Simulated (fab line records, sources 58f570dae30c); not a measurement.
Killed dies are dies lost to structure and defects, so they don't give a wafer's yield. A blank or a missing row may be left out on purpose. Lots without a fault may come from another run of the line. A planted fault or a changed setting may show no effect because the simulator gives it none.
Which tool did it? | flow berkeley_cmos170 | 14 lots, 42 wafers sampled, at 3 steps of a route of 331

WHAT THE GAUGES READ, wafer by wafer
UCB170_PLDD_TW_MEAS_11.
lot  | measured     | on            | PLDD_TW
L914 | day 7 18:56  | film_metro-01 | 1015 1023 1021
L913 | day 7 19:07  | film_metro-01 | 1020 1023 1021
L918 | day 8 19:46  | film_metro-03 | 1003 1004 1009
L917 | day 8 20:14  | film_metro-03 | 1000 1006 1008
L919 | day 9 02:19  | film_metro-01 | 1026 1026 1021
L920 | day 9 02:35  | film_metro-03 | 995 1000 993
L923 | day 9 09:46  | film_metro-01 | 1030 1028 1026
L922 | day 9 10:07  | film_metro-01 | 948 947 951 953 953 952
L921 | day 9 10:08  | film_metro-03 | 1003 997 996
L927 | day 10 10:40 | film_metro-03 | 936 929 929 936 930 936
L932 | day 11 12:05 | film_metro-01 | 1035 1036 1030
L934 | day 11 12:29 | film_metro-03 | 1001 1005 1009
L933 | day 11 15:25 | film_metro-03 | 1005 1010 1006
L931 | day 11 15:41 | film_metro-03 | 1005 1009 1005

UCB170_SDANNEAL_RS_MEAS_04: measures by four-point-probe.
lot  | measured     | on            | PLDD_RS (ohm/sq)
L914 | day 8 08:16  | film_metro-01 | 1030.8 1033.1 1032.7
L913 | day 8 08:16  | film_metro-04 | 1030.9 1026.2 1028.7
L918 | day 9 08:11  | film_metro-03 | 1032.2 1033.3 1030.9
L917 | day 9 08:59  | film_metro-01 | 1027.2 1023.0 1026.2
L919 | day 9 14:28  | film_metro-03 | 1032.3 1030.1 1028.8
L920 | day 9 14:59  | film_metro-03 | 1036.0 1033.5 1033.5
L923 | day 10 00:03 | film_metro-03 | 1028.6 1029.9 1029.1
L922 | day 9 23:47  | film_metro-01 | 1248.8 1246.7 1242.5 1246.8 1248.0 1242.0
L921 | day 10 00:16 | film_metro-01 | 1027.5 1028.0 1030.1
L927 | day 11 03:31 | film_metro-03 | 1242.4 1239.4 1239.5 1239.9 1242.8 1241.0
L932 | day 12 01:17 | film_metro-01 | 1032.3 1033.9 1033.2
L934 | day 12 01:43 | film_metro-04 | 1029.5 1029.4 1032.5
L933 | day 12 07:47 | film_metro-01 | 1036.1 1035.8 1032.5
L931 | day 12 08:34 | film_metro-01 | 1031.0 1026.9 1027.2

WHICH TOOL RAN EACH LOT (tool, then ch and the chambers of the sampled wafers, then the start)
lot  | UCB170_PLDD_IMPLANT_08
L914 | implanter-03 ch 0, day 7 18:32
L913 | implanter-04 ch 0, day 7 18:43
L918 | implanter-03 ch 0, day 8 19:22
L917 | implanter-02 ch 0, day 8 19:44
L919 | implanter-02 ch 0, day 9 01:56
L920 | implanter-03 ch 0, day 9 02:13
L923 | implanter-04 ch 0, day 9 09:23
L922 | implanter-02 ch 0, day 9 09:44
L921 | implanter-04 ch 0, day 9 09:46
L927 | implanter-02 ch 0, day 10 10:16
L932 | implanter-03 ch 0, day 11 11:43
L934 | implanter-04 ch 0, day 11 12:05
L933 | implanter-03 ch 0, day 11 15:01
L931 | implanter-04 ch 0, day 11 15:19
- UCB170_PLDD_IMPLANT_08

WHAT THE TOOLS THEMSELVES READ (means of the sampled wafers that have a number; where no wafer has one, the mark that the record gives instead)
UCB170_PLDD_IMPLANT_08.
lot  | tool         | beam_on_s (s) | dose_ions_cm2 | faraday_current_uA
L914 | implanter-03 | 10.7          | 5e+13         | 148
L913 | implanter-04 | 10.0          | 5e+13         | 159
L918 | implanter-03 | 10.6          | 5e+13         | 150
L917 | implanter-02 | 10.5          | 5e+13         | 150
L919 | implanter-02 | 10.6          | 5e+13         | 150
L920 | implanter-03 | 10.8          | 5e+13         | 146
L923 | implanter-04 | 9.9           | 5e+13         | 160
L922 | implanter-02 | 9.9           | 3e+13         | 93
L921 | implanter-04 | 10.2          | 5e+13         | 156
L927 | implanter-02 | 9.9           | 3e+13         | 93
L932 | implanter-03 | 10.5          | 5e+13         | 151
L934 | implanter-04 | 10.0          | 5e+13         | 159
L933 | implanter-03 | 10.6          | 5e+13         | 150
L931 | implanter-04 | 10.2          | 5e+13         | 155

THE ANSWER, worked out from the rows above alone
Rule: what is usual is taken from the lots themselves. Put in order of their means at a reading, lots are off if they are a third of the lots or fewer, leave a main group of 4 or more, and stand apart from it by a gap of 3 or more times the standard deviation of the main group's means; of several such gaps the widest counts. A main group whose means are all the same, to the digits that the tables above print for the reading, isn't used. A lot without any number at a reading at which 4 lots or more have one is off too. The other lots that the step has rows for count as sound. The gauges are gone through in route order, then the tools' own readings, and for those a lot's mean is taken as printed above. The first step at which some lot is off is used, and at that step the reading that is off furthest; a lot without a number counts as furthest.
Off: L922, L927, at UCB170_PLDD_TW_MEAS_11 (PLDD_TW). The main group: mean 1012, standard deviation 12.
A tool fits if, at a process step before that reading, it ran every lot that is off, and no sound lot after the first of them. The gauges at UCB170_PLDD_TW_MEAS_11 aren't tried: what is off there is off at UCB170_PLDD_IMPLANT_08 too, on other tools, and a gauge's error can't cause that. One fits: implanter-02 at UCB170_PLDD_IMPLANT_08. Its last sound lot is L919 (day 9 01:56), its first lot that is off L922 (day 9 09:44): a fault that began between those two fits.
The tool's own readings at UCB170_PLDD_IMPLANT_08 bear it out: on the lots that are off they differ by more than 5 times the standard deviation of the sound lots' means. dose_ions_cm2 reads 3e+13 there against 5e+13 on the sound lots; faraday_current_uA reads 93 there against 153 on the sound lots.

WHAT THE SIMULATOR HAD PUT IN
Process parameter drift: implanter-02, from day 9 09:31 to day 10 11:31, at UCB170_PLDD_IMPLANT_08. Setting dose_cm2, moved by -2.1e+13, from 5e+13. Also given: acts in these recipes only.
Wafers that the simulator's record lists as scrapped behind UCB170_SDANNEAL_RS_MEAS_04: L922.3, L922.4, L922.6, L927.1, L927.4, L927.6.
Lots struck among those shown: L922, L927. The rule above found the same.
